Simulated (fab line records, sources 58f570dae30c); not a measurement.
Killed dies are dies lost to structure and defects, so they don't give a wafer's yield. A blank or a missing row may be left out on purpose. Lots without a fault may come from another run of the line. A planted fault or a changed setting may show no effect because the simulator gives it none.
A struck lot beside a sound one | flow berkeley_cmos170 | 24 steps out of a route of 331
Sound: wafers L320.3, L320.4, L320.5. Struck: wafers L338.2, L338.5, L338.6. The cause comes at the end.
At each step with rows: each side's tool, then ch and its chambers, then its first start. Under that, the readings that differ: sound wafers | struck wafers | difference of the means | sigmas: that difference in standard deviations of wafers without a fault.
alike: readings whose means differ by less than 2 such deviations, and words and numbers that are the same on both sides. not compared: withheld readings, readings that some wafer has no value for, bounds like >300 that may hide the same value, and numbers for which the record gives no deviation and whose values overlap.
The two part at a step that has a row with sigmas, a row that says differs or no value, or rows on one side only. Numbers that don't overlap but have no deviation are shown without sigmas and don't part them. A reading that every wafer of one side lacks parts them only if that side has two wafers or more.

first, 6 steps without rows for these wafers: UCB170_ZERO_HMDS_00 (prime time 60 s); UCB170_ZERO_COAT_01 (resist thk 900 nm); UCB170_ZERO_SOFTBAKE_02 (time 60 s); UCB170_ZERO_EXPOSE_03 (exposes mask PM MARKS, target cd 4000 nm); UCB170_ZERO_PEB_04; UCB170_ZERO_DEVELOP_05 (develop time 45 s).
UCB170_ZERO_ETCH_06: etches SiO2 in CHF3/CF4/Ar, time 12 s.
  sound on rie_diel-03 ch 2,3, day 1 21:40; struck on rie_diel-02 ch 0,3, day 5 17:38
  alike: cf4_flow_sccm, drypump_motor_current_A, oes_product_au, rf_fwd_power_W, throttle_valve_pct
  not compared: rf_hours_counter_h
UCB170_ZERO_STRIP_07: strips in O2.
  sound on plasma_asher-02 ch 0,1, day 1 21:44; struck on plasma_asher-04 ch 0,1, day 5 17:39
  alike: drypump_motor_current_A, oes_product_au, strip_time_to_endpoint_s
  not compared: rf_hours_counter_h
then, 2 steps without rows for these wafers: UCB170_NWELL_WET_ETCH_00 (etches SiO2 in dHF, time 200 s); UCB170_NWELL_OXIDATION_01 (target thk 26.4 nm, ox time 1260 s).
UCB170_NWELL_THK_MEAS_02:
  sound on film_metro-02, day 2 00:20; struck on film_metro-02, day 5 19:51
  alike: NWELL_OXIDE_THK
then, 1 step without rows for these wafers: UCB170_NWELL_ANNEAL_03 (time 900 s).
UCB170_NWELL_CVD_04: deposits Si3N4 from SiH2Cl2/NH3, target thk 224 nm, time 3360 s.
  sound on lpcvd-02 ch 0, day 2 02:59; struck on lpcvd-02 ch 0, day 6 00:55
  alike: spike_tc_load_C
UCB170_NWELL_THK_MEAS_05:
  sound on film_metro-02, day 2 04:56; struck on film_metro-01, day 6 02:52
  reading                | sound             | struck            | difference | sigmas
  NWELL_NITRIDE_THK (nm) | 221.4 221.2 221.3 | 181.4 182.0 180.1 | -40.1      | -19
then, 6 steps without rows for these wafers: UCB170_NWELL_HMDS_06 (prime time 60 s); UCB170_NWELL_COAT_07 (resist thk 900 nm); UCB170_NWELL_SOFTBAKE_08 (time 60 s); UCB170_NWELL_EXPOSE_09 (exposes mask NWELL, target cd 3000 nm); UCB170_NWELL_PEB_10; UCB170_NWELL_DEVELOP_11 (develop time 45 s).
UCB170_NWELL_OVL_MEAS_12:
  sound on overlay-01, day 2 05:59; struck on overlay-02, day 6 04:07
  alike: NWELL_OVL
UCB170_NWELL_ETCH_13: etches Si3N4 in CH3F/Ar/O2, stops on SiO2, target depth 246.4 nm, time 154 s.
  sound on rie_diel-02 ch 2,3, day 2 06:01; struck on rie_diel-01 ch 0,2, day 6 04:09
  reading               | sound             | struck            | difference | sigmas
  oes_product_au (a.u.) | 0.931 0.949 0.925 | 0.844 0.842 0.845 | -0.091     | -8
  alike: drypump_motor_current_A, rf_fwd_power_W, throttle_valve_pct
  not compared: rf_hours_counter_h
then, 2 steps without rows for these wafers: UCB170_NWELL_IMPLANT_14; UCB170_M3_PROBE_99.

WHERE THEY PART
First at UCB170_NWELL_THK_MEAS_05; last, within this record, at UCB170_NWELL_ETCH_13.

WHY: what the simulator had put in
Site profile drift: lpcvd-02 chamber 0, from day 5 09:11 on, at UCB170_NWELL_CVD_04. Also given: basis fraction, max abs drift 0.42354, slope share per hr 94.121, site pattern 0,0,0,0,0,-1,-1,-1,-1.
